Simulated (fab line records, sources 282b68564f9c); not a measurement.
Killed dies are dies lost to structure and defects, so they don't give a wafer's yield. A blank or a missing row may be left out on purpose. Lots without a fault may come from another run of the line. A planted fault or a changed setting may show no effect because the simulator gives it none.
Split-lot experiment | flow rit_cmos | 5 lots, 23 wafers read, on a route of 202 steps

THE SPLIT
At RIT_M1_COAT_04 (resist thk 1300 nm), the setting resist_thk_nm was moved away from the recipe's 1300 nm on 7 of the 23 wafers read, by -1.9% to +4.1%. The other wafers ran this setting at the recipe's value.

FROM THE SPLIT TO THE READING: what the file shows between them, 2 steps
- RIT_M1_SOFTBAKE_05: time 60 s
- RIT_M1_EXPOSE_06: exposes mask M12, target cd 2600 nm

THE READING
NOVOLAK_of_M1_COAT_04.thk_nm (the simulator's own value, which no gauge read), in nm, at RIT_M1_HARDBAKE_11 (time 120 s). The file gives no usual value for it. The 16 wafers here that ran the recipe average 1137 nm, standard deviation 2.1 nm.

wafer  | tool, chamber at the split | resist_thk_nm as run, nm | against the recipe | NOVOLAK_of_M1_COAT_04.thk_nm, nm | against lot-mates on the recipe
L075.1 | litho_track-03, 0          | 1275                     | -1.9%              | 1111                             | -23
L075.2 | litho_track-03, 0          | 1275                     | -1.9%              | 1112                             | -22
L075.3 | litho_track-03, 0          | 1300                     | recipe             | 1133                             | -
L075.5 | litho_track-03, 0          | 1300                     | recipe             | 1133                             | -
L075.6 | litho_track-03, 0          | 1300                     | recipe             | 1135                             | -
L077.1 | litho_track-01, 0          | 1300                     | recipe             | 1137                             | -
L077.6 | litho_track-01, 0          | 1300                     | recipe             | 1137                             | -
L077.2 | litho_track-01, 0          | 1300                     | recipe             | 1140                             | -
L077.3 | litho_track-01, 0          | 1300                     | recipe             | 1139                             | -
L077.4 | litho_track-01, 0          | 1300                     | recipe             | 1141                             | -
L079.1 | litho_track-04, 0          | 1300                     | recipe             | 1136                             | -
L079.3 | litho_track-04, 0          | 1336                     | +2.8%              | 1169                             | +32
L079.5 | litho_track-04, 0          | 1336                     | +2.8%              | 1169                             | +32
L079.4 | litho_track-04, 0          | 1300                     | recipe             | 1137                             | -
L079.6 | litho_track-04, 0          | 1336                     | +2.8%              | 1168                             | +32
L082.1 | litho_track-03, 0          | 1300                     | recipe             | 1136                             | -
L082.2 | litho_track-03, 0          | 1300                     | recipe             | 1134                             | -
L082.3 | litho_track-03, 0          | 1300                     | recipe             | 1137                             | -
L082.5 | litho_track-03, 0          | 1353                     | +4.1%              | 1181                             | +45
L082.6 | litho_track-03, 0          | 1353                     | +4.1%              | 1180                             | +44
L083.3 | litho_track-04, 0          | 1300                     | recipe             | 1137                             | -
L083.5 | litho_track-04, 0          | 1300                     | recipe             | 1137                             | -
L083.6 | litho_track-04, 0          | 1300                     | recipe             | 1136                             | -

THE FIT
A straight line over all 23 wafers: NOVOLAK_of_M1_COAT_04.thk_nm changes by +11.4 nm for each +1% of resist_thk_nm; r = +0.99; the points scatter about the line by 2.2 nm.
The same after taking each lot's own level away (the mean of its wafers on the recipe; 23 wafers): +11.3 nm for each +1%; r = +1.00; scatter 1.2 nm.
On that fit, the largest move of resist_thk_nm shifts the reading by 46 nm.
The lots' own levels span 1133.7 to 1138.8 nm, that is 2.4 times the standard deviation above.
So the lot-to-lot level changes the slope little: the two slopes agree.
Check: with one of the wafers moved furthest among these (+4.1%) left out of the fit, the line predicts +46.2 nm for it against its lot-mates. It came out at +45.3 nm against them.

THE WHOLE CHAIN: every reading that the file lists as answering this split, in the file's order
step               | what it does       | reading                                                                       | change (the file's fit)              | r (the file's)
RIT_M1_COAT_04     | resist thk 1300 nm | NOVOLAK_of_M1_COAT_04.thk_nm (the simulator's own value, which no gauge read) | +13 nm for each +1% of the setting   | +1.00
RIT_M1_HARDBAKE_11 | time 120 s         | NOVOLAK_of_M1_COAT_04.thk_nm (the simulator's own value, which no gauge read) | +11.2 nm for each +1% of the setting | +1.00

THE FILE'S OWN FIT
NOVOLAK_of_M1_COAT_04.thk_nm changes by +11.2 nm for each +1% of resist_thk_nm, r = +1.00.
